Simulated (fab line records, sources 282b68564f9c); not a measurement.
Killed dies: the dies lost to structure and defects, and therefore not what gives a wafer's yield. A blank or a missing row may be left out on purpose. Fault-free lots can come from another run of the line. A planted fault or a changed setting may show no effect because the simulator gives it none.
Check for tools in common | flow rit-cmos | Sample size 15 lots and 45 wafers

WHY THIS WAS OPENED
RIT_PWELL_OVL_MEAS_06, reading PWELL_OVL: flagged on 3 of 15 lots. Wafers without a fault read 0.1 nm, standard deviation 1.6.
Rule: flag the lot when none of its wafers has a number, or when each of its wafers that has one lies beyond 4 standard deviations from that mean. The other lots count as sound.

lot  | measured    | on         | PWELL_OVL (nm), wafer by wafer | flag
L239 | day 1 22:48 | overlay-02 | 2.2 2.0 3.8                    |
L240 | day 2 03:46 | overlay-02 | -1.1 -3.1 -2.6                 |
L241 | day 2 09:14 | overlay-02 | -1.1 -0.2 -1.0                 |
L243 | day 2 19:55 | overlay-02 | 0.1 -2.3 -0.9                  |
L244 | day 3 00:12 | overlay-02 | 0.3 0.4 0.0                    |
L246 | day 3 09:43 | overlay-01 | 1.8 3.6 -0.1                   |
L247 | day 3 13:49 | overlay-02 | 1.9 1.1 1.5                    |
L248 | day 3 20:24 | overlay-02 | 0.9 0.8 -0.8                   |
L249 | day 3 23:44 | overlay-01 | -2.4 -1.2 -0.8                 |
L250 | day 4 04:59 | overlay-02 | -0.4 0.5 -1.1                  |
L252 | day 4 15:41 | overlay-01 | 241.1 240.7 241.6              | FLAGGED
L254 | day 5 01:35 | overlay-01 | 240.4 240.7 241.1              | FLAGGED
L256 | day 5 11:10 | overlay-01 | 237.9 238.4 237.6              | FLAGGED
L259 | day 6 02:09 | overlay-01 | 0.8 2.2 0.2                    |
L262 | day 6 17:13 | overlay-01 | 3.7 3.1 1.4                    |
Averaged over the flagged lots the numbers come to 239.9 nm, +239.8 nm from the usual (+99 or more standard deviations).

TOOL THAT RAN EACH LOT
The record keeps 1 process step preceding the reading, out of 202 steps on the route. Each cell gives the tool, then ch followed by the chambers the sampled wafers passed through, then the start.
lot  | flag    | RIT_PWELL_EXPOSE_03
L239 |         | iline-stepper-02 ch 0, day 1 22:23
L240 |         | iline-stepper-02 ch 0, day 2 03:20
L241 |         | iline-stepper-01 ch 0, day 2 08:48
L243 |         | iline-stepper-02 ch 0, day 2 19:29
L244 |         | iline-stepper-01 ch 0, day 2 23:47
L246 |         | iline-stepper-01 ch 0, day 3 09:18
L247 |         | iline-stepper-01 ch 0, day 3 13:23
L248 |         | iline-stepper-02 ch 0, day 3 20:00
L249 |         | iline-stepper-02 ch 0, day 3 23:19
L250 |         | iline-stepper-02 ch 0, day 4 04:32
L252 | FLAGGED | iline-stepper-01 ch 0, day 4 15:17
L254 | FLAGGED | iline-stepper-01 ch 0, day 5 01:09
L256 | FLAGGED | iline-stepper-01 ch 0, day 5 10:44
L259 |         | iline-stepper-02 ch 0, day 6 01:37
L262 |         | iline-stepper-02 ch 0, day 6 16:47
These steps, and what they do:
- RIT_PWELL_EXPOSE_03: exposes mask M3, target cd 43700 nm.
- RIT_PWELL_OVL_MEAS_06

FLAGGED OVER TOTAL, TOOL BY TOOL (the gauges that took the reading come last)
step                  | tool             | lots run | flagged | share of the flagged lots | sound lots run after its first flagged lot
RIT_PWELL_EXPOSE_03   | iline-stepper-01 | 7        | 3       | all                       | 0
RIT_PWELL_EXPOSE_03   | iline-stepper-02 | 8        | 0       | none                      | -
RIT_PWELL_OVL_MEAS_06 | overlay-01       | 7        | 3       | all                       | 2 (L259,L262)
RIT_PWELL_OVL_MEAS_06 | overlay-02       | 8        | 0       | none                      | -

THE TABLE: WHAT IT ALLOWS
2 rows of the table ran every flagged lot: iline-stepper-01 at RIT_PWELL_EXPOSE_03, overlay-01 at RIT_PWELL_OVL_MEAS_06.
- iline-stepper-01 at RIT_PWELL_EXPOSE_03: 3 of its 7 lots flagged. Last sound lot L247 at day 3 13:23, first flagged lot L252 at day 4 15:17; a fault beginning in between fits.
- overlay-01 at RIT_PWELL_OVL_MEAS_06: 3 of its 7 lots flagged. Sound lots ran on it after the first flagged one (L259, L262), which a lasting fault on the whole tool wouldn't allow.
What remains is a single tool, iline-stepper-01 at RIT_PWELL_EXPOSE_03.

WHAT HAD BEEN PUT IN BY THE SIMULATOR
Scanner matching overlay: iline-stepper-01, from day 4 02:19 on, at RIT_PWELL_EXPOSE_03. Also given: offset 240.
Struck lots among those shown: L252, L254, L256. The same result came from the rule above.
